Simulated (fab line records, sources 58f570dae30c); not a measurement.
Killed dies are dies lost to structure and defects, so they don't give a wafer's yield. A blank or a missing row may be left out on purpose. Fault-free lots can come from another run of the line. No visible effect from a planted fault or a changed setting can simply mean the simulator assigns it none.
Problem report in the 8D (eight disciplines) form, filled by code	flow berkeleyCmos170	the parts of the form that need people (team, actions taken, sign-off) are left out

1. WHAT WENT WRONG
Mean PLDD_RS at UCB170_SDANNEAL_RS_MEAS_04: 1109.5 ohm/sq over 6 wafers in 2 lots; fault-free wafers: 1031.5 ohm/sq, standard deviation 2.5. Relative to the usual mean, that is a shift of +31 standard deviations.
The step: measures by four-point-probe.
First observed at day 12 15:07: wafer L552.1, on filmMetro-04. At this step, 42 wafers from 14 lots have a number in the record. By rule, "out" or "out of limits" means more than 4 standard deviations away from the usual mean. Any other wafer with a number is counted as sound.

2. WHAT THIS IS AND IS NOT
question	is	is not
which readings at this step	PLDD_RS	-
which lots	L552, L553	L532, L533, L534, L535, L540, L541, L542, L543, L544, L548, L551, L554
which wafers of those lots	all that have a number	-
read on which gauges	filmMetro-03, filmMetro-04	filmMetro-02
when	from day 12 15:07	up to then (33 sound wafers); but 3 sound wafers of L554 came after

3. WHAT RULES OUT EACH SUSPECT
Counting: a tool at any process step up to the reading remains a suspect when it ran all the lots that are out and ran no sound lot after the first of those.
- the gauge at UCB170_SDANNEAL_RS_MEAS_04 has been ruled out. 2 gauges (filmMetro-03, filmMetro-04) read the wafers that are out.
- furnace-02 at UCB170_SPACER_ANNEAL_02 (time 1800 s): kept. All lots that are out passed through it, beginning with L552 at day 12 07:40, and no sound lot followed; its final sound lot before that point was L548 at day 11 10:58. Out on those wafers are its own readings of spikeTcCentreC, spikeTcLoadC, spikeTcSourceC.
The count leaves furnace-02 at UCB170_SPACER_ANNEAL_02.

4. THE CAUSE (what the simulator had put in)
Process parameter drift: furnace-02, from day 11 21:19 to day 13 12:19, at UCB170_SPACER_ANNEAL_02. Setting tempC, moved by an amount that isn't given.
After counting, this tool was the only one left.

5. THE CHAIN OF EFFECTS, in route order
Each row: a reading where the mean over the struck wafers with a number is more than 3 standard deviations away from the usual. Only readings for which the record gives a usual standard deviation are gone through. hours: the time from each lot's start at the first step in this table that gives one to its start at this step, as a median over the lots. sigmas: the change in usual standard deviations.
hours	step	reading	usual	on struck wafers	change	sigmas
0	UCB170_SPACER_ANNEAL_02	spikeTcCentreC	903.5 C	883.8	-19.7	-20
0	UCB170_SPACER_ANNEAL_02	spikeTcLoadC	926.8 C	903.9	-22.9	-8.8
0	UCB170_SPACER_ANNEAL_02	spikeTcSourceC	917.6 C	898.7	-18.9	-7.0
8	UCB170_SDANNEAL_RS_MEAS_04	PLDD_RS	1031.5 ohm/sq	1109.5	+78.0	+31
Process steps it contains:
- UCB170_SPACER_ANNEAL_02: time 1800 s.
At these later measuring or inspecting steps, every struck wafer for which the step has a row has a number for every such reading, and none has moved that far: UCB170_SDANNEAL_RS_MEAS_05, UCB170_CONTACT_THK_MEAS_02.

6. HOW IT WOULD HAVE BEEN CAUGHT EARLIER
18 hours passed between the start of the fault at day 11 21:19 and the first reading out of limits at a measuring or inspecting step in this record, taken at day 12 15:07.
The tool's own readings at UCB170_SPACER_ANNEAL_02 were out on every struck wafer that the step has a row for (spikeTcCentreC, spikeTcLoadC, spikeTcSourceC): an alarm limit on them would have fired on the first of those.
By day 12 15:07, every lot that is out (2) had started UCB170_SPACER_ANNEAL_02 on furnace-02. Tool hold at that time: it would have spared none of them.
